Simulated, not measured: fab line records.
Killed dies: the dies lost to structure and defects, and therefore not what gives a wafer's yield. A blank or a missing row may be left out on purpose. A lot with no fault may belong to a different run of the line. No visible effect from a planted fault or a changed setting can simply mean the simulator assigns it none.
2 desks, one fault :: flow berkeley_cmos170 :: each desk has only its own numbers; what lay behind them comes last

== METROLOGY DESK ==
Lot by lot, what the gauges showed, no matter which tool ran the lot: averages of those sampled wafers that carry a number. Any lot whose mean is over 4 standard deviations away from the usual mean is out of limits and marked OUT; that distance is given in the brackets. 7 of its 11 readings are shown, namely those furthest out on some lot.
Columns: A = SILICIDE_TI_RS at UCB170_SILICIDE_RS_MEAS_02, usual 26.1 ohm/sq; B = SILICIDE_TI_THK at UCB170_SILICIDE_THK_MEAS_03, usual 29.2 nm; C = cd_nm at UCB170_CONTACT_CD_MEAS_15, usual 700.0 nm; D = CONTACT_OVL at UCB170_CONTACT_OVL_MEAS_16, usual 1 nm; E = cd_nm at UCB170_CONTACT_CD_MEAS_90, usual 700.2 nm; F = M1_AL_THK at UCB170_M1_THK_MEAS_02, usual 594 nm; G = cd_nm at UCB170_M1_CD_MEAS_09, usual 700.2 nm
lot: L909
first seen here: day 8 11:31
A: 26.5
B: 28.5
C: 701.4
D: 8
E: 702.1
F: 599
G: 701.2

lot: L908
first seen here: day 8 12:43
A: 26.7
B: 28.4
C: 700.1
D: 9
E: 699.8
F: 590
G: 701.8

lot: L911
first seen here: day 9 22:50
A: 26.6
B: 28.6
C: 700.5
D: -3
E: 701.0
F: 597
G: 700.2

lot: L925
first seen here: day 12 10:34
A: 25.5
B: 30.1
C: 700.9
D: 3
E: 701.2
F: 595
G: 698.9

lot: L926
first seen here: day 12 11:17
A: 25.9
B: 29.3
C: 700.9
D: 1
E: 701.1
F: 600
G: 699.5

lot: L929
first seen here: day 13 07:22
A: 26.3
B: 29.3
C: 704.0
D: 2
E: 703.8
F: 582
G: 699.0
Result from this desk: across the 6 lots, nothing is out of limits.

== DESK OF THE TOOL OWNER: rtp_anneal-01 ==
At UCB170_CONTACT_RTA_08 (time 10 s), the tool's own readings, given per lot that ran on this tool as the mean of the sampled wafers with a number. Any lot whose mean is over 4 standard deviations away from the usual mean is out of limits and marked OUT; that distance is given in the brackets.
Columns: A = lamp_power_pct at UCB170_CONTACT_RTA_08, usual 21.3 %; B = wafer_temp_C_max at UCB170_CONTACT_RTA_08, usual 904.4
lot: L909
first seen here: day 8 15:53
A: 20.3
B: 902.9

lot: L908
first seen here: day 8 18:04
A: 20.3
B: 903.1

lot: L911
first seen here: day 10 01:50
A: 20.3
B: 903.9

lot: L926
first seen here: day 12 17:00
A: 20.3
B: 902.8

lot: L929
first seen here: day 13 11:16
A: 20.3
B: 903.6
Result from this desk: across the 5 lots, nothing is out of limits.

== PUT TOGETHER ==
From the metrology desk's view, nothing was out of limits.
The tool owner's desk saw nothing out of limits.

== WHAT THE SIMULATOR HAD INSERTED ==
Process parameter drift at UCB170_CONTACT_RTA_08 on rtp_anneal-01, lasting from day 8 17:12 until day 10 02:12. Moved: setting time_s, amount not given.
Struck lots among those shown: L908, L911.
